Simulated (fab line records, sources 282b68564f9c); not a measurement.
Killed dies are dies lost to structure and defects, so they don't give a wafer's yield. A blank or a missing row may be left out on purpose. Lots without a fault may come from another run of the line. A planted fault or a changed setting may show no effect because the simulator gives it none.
fab line records | flow rit_cmos
record lots=13 wafers=39 last_day=7
route steps=202 shown ACTIVE@15 FOX2@24 NWELL@38 NLDD@106
lots that met no fault: from a run of the same line without faults
start_h: hours from the record's first day to the start of the lot's first wafer shown | wait_h: hours since the lot's step before | " the same as in the row above | L1.1+2: a row that stands for several wafers | - no value, or no start given | * or withheld: withheld | < > ~ a bound
route shown NAME@n: a module of which the file shows steps, and the number in the route of the first | usual: mean/standard deviation of fault-free wafers | same: alike in all rows | chamber/n: place in a boat | sites: the reading at each site | _std_site: their standard deviation | _edge_site: outer sites' mean less inner sites' | radius_mm: how far each site lies from the wafer's centre | mask NAME#n: copy n | behind: the tool/chamber that last shaped the wafer | hold: why the lot was held/for how many hours/how that ended | device: the transistor (n, p or np) that didn't switch | end of line: the same wafers' tests at the end of the route | a step without rows: its recipe alone | killed: dies lost to structure and defects at the first sort, not the wafer's yield | map: a wafer's dies, x killed, . not, _ none there
set.NAME: the setting as run; set.NAME@STEP: as run at that earlier step | model.NAME: the simulator's own value behind a step, which no gauge read
steps of the route over a sample of lots; a table a step, a row a wafer
services: from which hour (start_h, from the record's first day; less than 0 if before it) a tool's chamber was out of use, for how many hours, and why
## steps
# step RIT_ACTIVE_STRIP_14
# recipe chemistry=O2 time_s=180 resist=NOVOLAK platen_temp_c=withheld power_w=500 pressure_mtorr=4000 o2_flow_sccm=4000
# usual drypump_motor_current_A=5.6/0.47
# same time_s=180
# columns lot.wafer tool chamber start_h wait_h drypump_motor_current_A rf_hours_counter_h
L336.3 plasma_asher-02 1 14.90 0.1 6.2 -
L336.4 " 0 " " 5.2 -
L336.6 " 0 " " 5.2 -
L337.1 plasma_asher-01 1 19.99 0.1 5.8 37
L337.4 " 0 " " 4.8 -
L337.5 " 1 " " 5.7 -
L338.3 plasma_asher-02 1 24.90 0.1 6.2 -
L338.5 " 1 " " 6.2 -
L338.6 " 0 " " 5.2 -
L339.1 plasma_asher-04 1 29.97 0.1 5.4 24
L339.2 " 0 " " 6.0 24
L339.5 " 1 " " 5.4 -
L340.2 plasma_asher-04 1 34.97 0.1 5.4 25
L340.3 " 1 " " 5.4 -
L340.4 " 0 " " 6.0 -
L341.1 plasma_asher-01 0 40.91 0.1 4.8 40
L341.2 " 1 " " 5.7 40
L341.3 " 1 " " 5.8 -
L342.2 plasma_asher-01 0 44.97 0.1 4.8 40
L342.4 " 1 " " 5.7 -
L342.6 " 1 " " 5.7 -
L346.2 plasma_asher-04 1 64.88 0.1 5.4 28
L346.5 " 0 " " 6.1 -
L346.6 " 1 " " 5.4 -
L347.2 plasma_asher-04 1 69.84 0.1 5.4 29
L347.4 " 1 " " 5.4 -
L347.6 " 0 " " 6.0 -
L356.1 plasma_asher-01 0 114.97 0.1 4.8 49
L356.2 " 1 " " 5.8 49
L356.5 " 0 " " 4.8 -
L357.2 plasma_asher-01 1 120.05 0.1 5.8 50
L357.3 " 0 " " 4.8 -
L357.4 " 1 " " 5.8 -
L358.2 plasma_asher-02 0 125.15 0.1 5.2 1
L358.5 " 1 " " 6.2 -
L358.6 " 0 " " 5.2 -
L359.2 plasma_asher-02 0 131.35 0.1 5.2 1
L359.4 " 0 " " 5.2 -
L359.6 " 0 " " 5.2 -
# step RIT_FOX2_THK_MEAS_01
# recipe reads=SiO2_of_FOX2_OXIDATION_00
# usual FOX2_OXIDE_THK=352/6.6
# columns lot.wafer tool chamber start_h wait_h FOX2_OXIDE_THK[nm]
L336.3 film_metro-03 - 18.91 0.0 352
L336.4 " - " " 351
L336.6 " - " " 355
L337.1 film_metro-02 - 24.17 0.0 361
L337.4 " - " " 364
L337.5 " - " " 364
L338.3 film_metro-04 - 28.39 0.0 359
L338.5 " - " " 363
L338.6 " - " " 351
L339.1 film_metro-04 - 33.43 0.0 355
L339.2 " - " " 359
L339.5 " - " " 359
L340.2 film_metro-03 - 38.44 0.0 352
L340.3 " - " " 349
L340.4 " - " " 350
L341.1 film_metro-04 - 45.41 0.0 358
L341.2 " - " " 357
L341.3 " - " " 360
L342.2 film_metro-04 - 48.69 0.0 351
L342.4 " - " " 349
L342.6 " - " " 348
L346.2 film_metro-04 - 69.04 0.0 358
L346.5 " - " " 349
L346.6 " - " " 359
L347.2 film_metro-03 - 74.59 0.0 359
L347.4 " - " " 358
L347.6 " - " " 361
L356.1 film_metro-03 - 118.43 0.0 359
L356.2 " - " " 355
L356.5 " - " " 349
L357.2 film_metro-03 - 123.53 0.0 344
L357.3 " - " " 346
L357.4 " - " " 342
L358.2 film_metro-04 - 129.01 0.0 338
L358.5 " - " " 339
L358.6 " - " " 338
L359.2 film_metro-03 - 134.87 0.0 345
L359.4 " - " " 352
L359.6 " - " " 348
# step RIT_NWELL_TW_MEAS_10
# usual NWELL_TW=2135/14
# columns lot.wafer tool chamber start_h wait_h NWELL_TW
L336.3 film_metro-03 - 21.53 0.1 2139
L336.4 " - " " 2128
L336.6 " - " " 2131
L337.1 film_metro-03 - 26.72 0.1 2141
L337.4 " - " " 2136
L337.5 " - " " 2145
L338.3 film_metro-03 - 30.94 0.1 2131
L338.5 " - " " 2142
L338.6 " - " " 2134
L339.1 film_metro-01 - 35.99 0.1 2164
L339.2 " - " " 2166
L339.5 " - " " 2164
L340.2 film_metro-03 - 41.10 0.1 2136
L340.3 " - " " 2125
L340.4 " - " " 2139
L341.1 film_metro-04 - 47.83 0.1 2126
L341.2 " - " " 2127
L341.3 " - " " 2137
L342.2 film_metro-04 - 51.25 0.1 2124
L342.4 " - " " 2126
L342.6 " - " " 2123
L346.2 film_metro-03 - 71.47 0.1 2150
L346.5 " - " " 2158
L346.6 " - " " 2155
L347.2 film_metro-03 - 77.07 0.1 2133
L347.4 " - " " 2148
L347.6 " - " " 2146
L356.1 film_metro-04 - 120.86 0.1 2132
L356.2 " - " " 2129
L356.5 " - " " 2124
L357.2 film_metro-04 - 126.08 0.1 2125
L357.3 " - " " 2131
L357.4 " - " " 2131
L358.2 film_metro-01 - 131.43 0.1 2175
L358.5 " - " " 2165
L358.6 " - " " 2158
L359.2 film_metro-04 - 137.42 0.1 2122
L359.4 " - " " 2133
L359.6 " - " " 2123
# step RIT_NLDD_EXPOSE_03
# recipe mask_id=M7 na=0.57 target_cd_nm=40700 dose_mj=250
# usual exposure_dose_mJ_cm2=249.99/0.23 focus_offset_nm=0.0/0.55 reticle_temp_C=23.02/0.12 stage_vel_mm_s=499.99/0.27
# columns lot.wafer tool chamber start_h wait_h mask exposure_dose_mJ_cm2 focus_offset_nm reticle_temp_C stage_vel_mm_s
L336.3 iline_stepper-01 0 43.88 0.1 M7#0 249.87 0.8 23.03 499.64
L336.4 " 0 " " M7#0 250.10 0.0 22.92 500.17
L336.6 " 0 " " M7#0 250.40 0.2 23.02 500.06
L337.1 iline_stepper-01 0 46.39 0.1 M7#0 249.79 0.0 22.87 499.73
L337.4 " 0 " " M7#0 249.53 -0.2 22.95 499.63
L337.5 " 0 " " M7#0 249.46 -0.2 22.93 499.46
L338.3 iline_stepper-01 0 50.15 0.1 M7#0 250.29 -0.3 22.95 500.14
L338.5 " 0 " " M7#0 250.22 0.6 23.06 499.74
L338.6 " 0 " " M7#0 250.33 -0.6 23.03 500.14
L339.1 iline_stepper-02 0 55.55 0.2 M7#0 250.14 0.9 22.98 500.31
L339.2 " 0 " " M7#0 250.01 0.5 23.18 500.10
L339.5 " 0 " " M7#0 249.70 0.3 23.10 500.04
L340.2 iline_stepper-02 0 60.47 0.1 M7#0 249.71 -0.2 23.11 499.73
L340.3 " 0 " " M7#0 249.95 -0.2 22.90 499.80
L340.4 " 0 " " M7#0 250.09 0.1 22.93 500.02
L341.1 iline_stepper-01 0 68.02 0.2 M7#0 250.25 0.1 23.36 499.81
L341.2 " 0 " " M7#0 250.01 0.1 23.06 500.57
L341.3 " 0 " " M7#0 250.40 -0.5 23.27 499.93
L342.2 iline_stepper-02 0 71.10 0.2 M7#0 249.98 -0.3 22.88 500.04
L342.4 " 0 " " M7#0 250.21 1.0 23.00 499.84
L342.6 " 0 " " M7#0 250.34 0.6 22.85 499.81
L346.2 iline_stepper-02 - 91.40 0.1 M7#0 - - - -
L346.5 " - " " M7#0 - - - -
L346.6 " - " " M7#0 - - - -
L347.2 iline_stepper-02 - 101.71 0.1 M7#0 - - - -
L347.4 " - " " M7#0 - - - -
L347.6 " - " " M7#0 - - - -
L356.1 iline_stepper-01 0 139.98 0.1 M7#0 250.44 0.4 23.07 500.04
L356.2 " 0 " " M7#0 250.11 0.3 23.05 500.19
L356.5 " 0 " " M7#0 249.86 0.0 23.21 500.52
L357.2 iline_stepper-02 0 147.51 0.2 M7#0 250.20 1.6 22.95 499.81
L357.3 " 0 " " M7#0 249.77 0.5 23.06 499.85
L357.4 " 0 " " M7#0 249.59 0.9 23.06 499.43
L358.2 iline_stepper-02 0 150.54 0.1 M7#0 249.90 0.5 22.94 499.69
L358.5 " 0 " " M7#0 250.06 -0.9 23.03 499.71
L358.6 " 0 " " M7#0 249.80 -1.2 23.06 499.90
L359.2 iline_stepper-01 0 156.31 0.2 M7#0 250.01 1.0 23.00 499.77
L359.4 " 0 " " M7#0 249.93 0.2 22.95 499.64
L359.6 " 0 " " M7#0 249.98 0.4 22.84 500.07
## services
# columns tool chamber start_h hours kind
iline_stepper-02 - 38.81 1.7 pm
plasma_asher-04 - 46.32 3.4 repair
iline_stepper-01 - 70.38 1.7 pm
plasma_asher-02 - 107.56 3.9 repair
plasma_asher-04 - 108.75 1.5 repair
plasma_asher-02 - 111.42 9.0 pm
plasma_asher-02 0 111.42 9.0 vent_cycle
plasma_asher-02 1 111.42 9.0 vent_cycle
plasma_asher-02 0 120.42 - clean
plasma_asher-02 1 120.42 - clean
iline_stepper-02 0 139.25 - calibration
## key
first_sign step=RIT_NLDD_EXPOSE_03 reading=tool_record direction=missing
effect none on later readings
met_at RIT_NLDD_EXPOSE_03
struck_lots L346,L347
sort_left_out L346.2,L346.5,L346.6,L347.2,L347.4,L347.6
tester_left_out L346,L347
not_acting_at RIT_ACTIVE_STRIP_14,RIT_FOX2_THK_MEAS_01,RIT_NWELL_TW_MEAS_10
onset_between 71.10 91.40
fault kind=skipped_step_whole tool=iline_stepper-02 chamber=- onset_h=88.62 steps=RIT_NLDD_EXPOSE_03 scope=struck_lots_only
# tester_left_out: of these lots the tester's yield and bins aren't shown, on N5 and GAA mostly nor the transistor test; their killed dies are dies lost to structure and defects alone, not to doping, threshold or leakage, so they don't give the yield
# sort_left_out: the simulated sort isn't trusted on such a fault, so these wafers' sort isn't shown, and their yield isn't known
